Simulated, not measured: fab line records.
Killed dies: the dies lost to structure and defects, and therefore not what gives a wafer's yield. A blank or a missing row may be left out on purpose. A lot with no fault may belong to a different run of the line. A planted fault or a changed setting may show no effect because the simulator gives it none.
fab line records -- flow ritCmos
[record] lots = 13, wafers = 38, lastDay = 7
route steps=202 shown ACTIVE@12 PRETRO@70 GATE@89 NLDD@113 M1@202
lots that met no fault: from a run of the same line without faults
startH: the number of hours between the record's first day and the start of the first shown wafer of the lot -- waitH: hours elapsed since this lot's preceding step -- " repeats the value in the row above -- L1.1+2: one row covering several wafers at once -- - no value, or no start given -- * or withheld: withheld -- < > ~ a bound
route shown NAME@n: NAME is a module with steps in the file, n the number in the route of the first one -- usual: mean/standard deviation of fault-free wafers -- same: alike in all rows -- chamber/n: place in a boat -- sites: readings site by site -- _std_site: their standard deviation -- _edge_site: inner sites' mean taken away from outer sites' mean -- radiusMm: how far each site lies from the wafer's centre -- mask NAME#n: copy n -- behind: the most recent tool/chamber to have shaped the wafer -- hold: the reason the lot was held/the length of the hold in hours/how it ended -- device: which transistor (n, p or np) failed to switch -- end of line: the same wafers' tests at the end of the route -- for a step that has no rows: nothing shown but its recipe -- killed: count of dies lost to structure and defects at first sort (not the wafer's yield) -- map: shows each die of a wafer: x if killed, . if not, _ if none is there
set.NAME: the setting that was run; set.NAME@STEP: the one run at that earlier step -- model.NAME: the simulator's own value behind a step, which no gauge read
one table for each step of the route and one row for each wafer, over a sample of lots
services: when a tool's chamber went out of use (startH, in hours from the record's first day, below 0 if earlier), for how many hours, and the reason
[[steps]]
[step RIT_ACTIVE_CD_MEAS_11]
[recipe] targetCdNm = 1400
[usual] cdNm = 1400.0/2.2
lot.wafer,tool,chamber,startH,waitH,cdNm
L910.2,cdSem-02,-,14.46,-,1404.5
L910.4,cdSem-02,-,14.46,-,1401.7
L910.5,cdSem-02,-,14.46,-,1403.0
L912.2,cdSem-02,-,24.46,-,1400.9
L912.3,cdSem-02,-,24.46,-,1400.6
L912.5,cdSem-02,-,24.46,-,1400.6
L913.1,cdSem-02,-,29.56,-,1398.9
L913.3,cdSem-02,-,29.56,-,1397.3
L913.4,cdSem-02,-,29.56,-,1398.4
L914.1,cdSem-01,-,34.44,-,1399.6
L914.5,cdSem-01,-,34.44,-,1397.9
L914.6,cdSem-01,-,34.44,-,1397.6
L916.1,cdSem-01,-,44.44,-,1399.1
L916.2,cdSem-01,-,44.44,-,1401.6
L916.3,cdSem-01,-,44.44,-,1399.7
L918.1,cdSem-01,-,54.56,-,1398.9
L918.3,cdSem-01,-,54.56,-,1400.3
L918.5,cdSem-01,-,54.56,-,1397.2
L919.1,cdSem-02,-,59.46,-,1399.7
L919.2,cdSem-02,-,59.46,-,1399.8
L919.3,cdSem-02,-,59.46,-,1400.7
L921.4,cdSem-01,-,69.62,-,1401.1
L921.5,cdSem-01,-,69.62,-,1405.3
L921.6,cdSem-01,-,69.62,-,1402.4
L922.2,cdSem-01,-,74.46,-,1402.0
L922.4,cdSem-01,-,74.46,-,1401.7
L922.6,cdSem-01,-,74.46,-,1400.8
L923.2,cdSem-02,-,80.71,-,1399.1
L923.3,cdSem-02,-,80.71,-,1397.9
L923.5,cdSem-02,-,80.71,-,1400.5
L926.1,cdSem-02,-,94.56,-,1402.2
L926.3,cdSem-02,-,94.56,-,1401.1
L927.3,cdSem-02,-,100.14,-,1398.3
L927.4,cdSem-02,-,100.14,-,1399.4
L927.5,cdSem-02,-,100.14,-,1399.9
L932.2,cdSem-02,-,124.97,-,1399.1
L932.3,cdSem-02,-,124.97,-,1397.0
L932.6,cdSem-02,-,124.97,-,1398.7
[step RIT_PRETRO_OVL_MEAS_06]
[usual] PRETRO_OVL = 0.1/1.3
lot.wafer,tool,chamber,startH,waitH,PRETRO_OVL[nm]
L910.2,overlay-02,-,30.63,-,2.2
L910.4,overlay-02,-,30.63,-,0.5
L910.5,overlay-02,-,30.63,-,-0.5
L912.2,overlay-02,-,41.23,-,1.7
L912.3,overlay-02,-,41.23,-,0.5
L912.5,overlay-02,-,41.23,-,1.6
L913.1,overlay-02,-,46.48,-,0.3
L913.3,overlay-02,-,46.48,-,-0.1
L913.4,overlay-02,-,46.48,-,2.6
L914.1,overlay-01,-,50.97,-,1.0
L914.5,overlay-01,-,50.97,-,1.1
L914.6,overlay-01,-,50.97,-,0.8
L916.1,overlay-02,-,60.84,-,0.6
L916.2,overlay-02,-,60.84,-,-0.7
L916.3,overlay-02,-,60.84,-,-0.7
L918.1,overlay-02,-,71.01,-,0.6
L918.3,overlay-02,-,71.01,-,0.4
L918.5,overlay-02,-,71.01,-,0.1
L919.1,overlay-01,-,77.03,-,1.7
L919.2,overlay-01,-,77.03,-,0.7
L919.3,overlay-01,-,77.03,-,-0.3
L921.4,overlay-02,-,87.47,-,-1.9
L921.5,overlay-02,-,87.47,-,-1.5
L921.6,overlay-02,-,87.47,-,-1.0
L922.2,overlay-01,-,92.61,-,-0.9
L922.4,overlay-01,-,92.61,-,-1.2
L922.6,overlay-01,-,92.61,-,-0.8
L923.2,overlay-02,-,97.56,-,-1.1
L923.3,overlay-02,-,97.56,-,0.6
L923.5,overlay-02,-,97.56,-,-0.4
L926.1,overlay-02,-,117.07,-,1.2
L926.3,overlay-02,-,117.07,-,2.4
L927.3,overlay-02,-,120.68,-,0.9
L927.4,overlay-02,-,120.68,-,1.3
L927.5,overlay-02,-,120.68,-,2.4
L932.2,overlay-01,-,145.08,-,-2.2
L932.3,overlay-01,-,145.08,-,0.7
L932.6,overlay-01,-,145.08,-,-1.0
[step RIT_GATE_EXPOSE_13]
[recipe] maskId = M6, na = 0.6, sourceShape = conventional, sigmaOuter = 0.6, targetCdNm = 150, doseMj = 380
[same] sigmaOuter = 0.6
lot.wafer,tool,chamber,startH,waitH,mask
L910.2+4+5,ilineStepper-01,0,35.37,0.1,M6#0
L912.2+3+5,ilineStepper-02,0,47.02,0.2,M6#0
L913.1+3+4,ilineStepper-01,0,51.28,0.2,M6#0
L914.1+5+6,ilineStepper-02,0,55.76,0.2,M6#0
L916.1+2+3,ilineStepper-01,0,67.07,0.2,M6#0
L918.1+3+5,ilineStepper-02,0,76.85,0.1,M6#0
L919.1+2+3,ilineStepper-01,0,82.01,0.2,M6#0
L921.4+5+6,ilineStepper-01,0,92.61,0.2,M6#0
L922.2+4+6,ilineStepper-01,0,98.31,0.1,M6#0
L923.2+3+5,ilineStepper-02,0,105.73,0.2,M6#0
L926.1+3,ilineStepper-02,0,124.29,0.2,M6_R1#0
L927.3+4+5,ilineStepper-01,0,126.15,0.2,M6#0
L932.2+3+6,ilineStepper-02,0,152.97,0.1,M6#0
[step RIT_GATE_CD_MEAS_16]
[recipe] targetCdNm = 150
[usual] cdNm = 149.3/2.1
lot.wafer,tool,chamber,startH,waitH,cdNm
L910.2,cdSem-01,-,35.77,-,144.1
L910.4,cdSem-01,-,35.77,-,145.3
L910.5,cdSem-01,-,35.77,-,144.5
L912.2,cdSem-02,-,47.42,-,151.5
L912.3,cdSem-02,-,47.42,-,150.9
L912.5,cdSem-02,-,47.42,-,150.2
L913.1,cdSem-01,-,51.68,-,149.2
L913.3,cdSem-01,-,51.68,-,148.5
L913.4,cdSem-01,-,51.68,-,147.3
L914.1,cdSem-01,-,56.20,-,150.1
L914.5,cdSem-01,-,56.20,-,148.8
L914.6,cdSem-01,-,56.20,-,151.7
L916.1,cdSem-01,-,67.47,-,150.6
L916.2,cdSem-01,-,67.47,-,147.1
L916.3,cdSem-01,-,67.47,-,147.9
L918.1,cdSem-02,-,77.25,-,152.2
L918.3,cdSem-02,-,77.25,-,150.8
L918.5,cdSem-02,-,77.25,-,151.1
L919.1,cdSem-01,-,82.62,-,149.5
L919.2,cdSem-01,-,82.62,-,147.7
L919.3,cdSem-01,-,82.62,-,149.1
L921.4,cdSem-01,-,93.15,-,149.8
L921.5,cdSem-01,-,93.15,-,148.6
L921.6,cdSem-01,-,93.15,-,150.4
L922.2,cdSem-01,-,98.71,-,152.7
L922.4,cdSem-01,-,98.71,-,153.4
L922.6,cdSem-01,-,98.71,-,153.0
L923.2,cdSem-02,-,106.14,-,149.1
L923.3,cdSem-02,-,106.14,-,148.3
L923.5,cdSem-02,-,106.14,-,151.5
L926.1,cdSem-01,-,124.69,-,137.7
L926.3,cdSem-01,-,124.69,-,139.0
L927.3,cdSem-01,-,126.55,-,152.0
L927.4,cdSem-01,-,126.55,-,151.6
L927.5,cdSem-01,-,126.55,-,153.6
L932.2,cdSem-02,-,153.53,-,149.7
L932.3,cdSem-02,-,153.53,-,149.2
L932.6,cdSem-02,-,153.53,-,150.2
[step RIT_NLDD_TW_MEAS_10]
[usual] NLDD_TW = 2515/19
lot.wafer,tool,chamber,startH,waitH,NLDD_TW
L910.2,filmMetro-02,-,40.95,0.1,2483
L910.4,filmMetro-02,-,40.95,0.1,2490
L910.5,filmMetro-02,-,40.95,0.1,2490
L912.2,filmMetro-01,-,52.64,0.1,2548
L912.3,filmMetro-01,-,52.64,0.1,2542
L912.5,filmMetro-01,-,52.64,0.1,2535
L913.1,filmMetro-02,-,57.08,0.1,2498
L913.3,filmMetro-02,-,57.08,0.1,2481
L913.4,filmMetro-02,-,57.08,0.1,2486
L914.1,filmMetro-04,-,61.44,0.1,2519
L914.5,filmMetro-04,-,61.44,0.1,2521
L914.6,filmMetro-04,-,61.44,0.1,2521
L916.1,filmMetro-04,-,72.62,0.1,2534
L916.2,filmMetro-04,-,72.62,0.1,2557
L916.3,filmMetro-04,-,72.62,0.1,2532
L918.1,filmMetro-02,-,83.37,0.1,2497
L918.3,filmMetro-02,-,83.37,0.1,2484
L918.5,filmMetro-02,-,83.37,0.1,2491
L919.1,filmMetro-04,-,88.73,0.1,2528
L919.2,filmMetro-04,-,88.73,0.1,2538
L919.3,filmMetro-04,-,88.73,0.1,2530
L921.4,filmMetro-02,-,99.01,0.1,2497
L921.5,filmMetro-02,-,99.01,0.1,2499
L921.6,filmMetro-02,-,99.01,0.1,2492
L922.2,filmMetro-04,-,104.13,0.1,2540
L922.4,filmMetro-04,-,104.13,0.1,2541
L922.6,filmMetro-04,-,104.13,0.1,2541
L923.2,filmMetro-04,-,111.59,0.1,2534
L923.3,filmMetro-04,-,111.59,0.1,2533
L923.5,filmMetro-04,-,111.59,0.1,2537
L926.1,filmMetro-04,-,130.15,0.1,2492
L926.3,filmMetro-04,-,130.15,0.1,2507
L927.3,filmMetro-04,-,133.18,0.1,2510
L927.4,filmMetro-04,-,133.18,0.1,2496
L927.5,filmMetro-04,-,133.18,0.1,2507
L932.2,filmMetro-04,-,158.80,0.1,2507
L932.3,filmMetro-04,-,158.80,0.1,2510
L932.6,filmMetro-04,-,158.80,0.1,2508
[step RIT_M1_PROBE_99]
[usual] killedAtContacts = 0.1/0.31, killedAtFrontEnd = 7.1/2.8, killedDies = 7.2/2.8, killedOpen = 3.5/2, killedShort = 3.7/1.9
[same] grossDies = 264, killed_at_M0_to_M3 = 0, killed_at_M4_up = 0, killedAtBackSide = 0, killedAtOther = 0
lot.wafer,tool,chamber,startH,waitH,killedAtContacts,killedAtFrontEnd,killedDies,killedOpen,killedShort
L921.4,prober-02,-,114.56,0.2,0,5,5,4,0
L921.5,prober-02,-,114.61,0.2,1,7,8,1,5
L921.6,prober-02,-,114.66,0.2,0,8,8,3,5
L926.1,prober-01,-,148.97,0.1,0,10,10,4,3
// killed by level:class
L921.4 FOX1:geometricParticle:open=1 GATE:geometricParticle:open=1 REOX:geometricParticle:open=1 SILICIDE:geometricParticle:open=1 PRETRO:coatMicrobubblePrinted=1
L921.5 GATE:geometricParticle:short=3 REOX:geometricParticle:short=2 GATE:geometricParticle:open=1 PRETRO:coatMicrobubblePrinted=1 CONTACT:coatMicrobubblePrinted=1
L921.6 FOX1:geometricParticle:short=2 FOX1:geometricParticle:open=1 FOX2:geometricParticle:short=1 GATE:geometricParticle:short=1 GATE:geometricParticle:open=1 REOX:geometricParticle:open=1 SPACER:geometricParticle:short=1
L926.1 GATE:geometricParticle:open=3 GATE:geometricParticle:short=2 PSD:coatMicrobubblePrinted=2 REOX:geometricParticle:open=1 SPACER:geometricParticle:short=1 GATE:areaExpose=1
[[services]]
tool,chamber,startH,hours,kind
ilineStepper-02,-,27.27,4.4,pm
ilineStepper-01,0,43.46,-,calibration
ilineStepper-01,-,135.48,1.7,pm
ilineStepper-02,-,144.76,1.7,pm
[[key]]
[firstSign] step = RIT_GATE_EXPOSE_13, reading = mask, direction = changed
[effect] step = RIT_GATE_CD_MEAS_16, reading = cdNm, direction = down, sigmas = 5.3, usual = 149.3, struck = 138.3
metAt RIT_GATE_EXPOSE_13
struckLots L926
testerLeftOut L926
notActingAt RIT_ACTIVE_CD_MEAS_11,RIT_PRETRO_OVL_MEAS_06,RIT_NLDD_TW_MEAS_10
onsetBetween 105.73 124.29
[fault] kind = wrongMask, tool = any, chamber = -, onsetH = 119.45, steps = RIT_GATE_EXPOSE_13, auxCopy = M6_R1#0, cdOffsetNm = -12, scope = struckLotsOnly
// testerLeftOut: of these lots the tester's yield and bins aren't shown, on N5 and GAA mostly nor the transistor test; their killed dies are dies lost to structure and defects alone, not to doping, threshold or leakage, so they don't give the yield
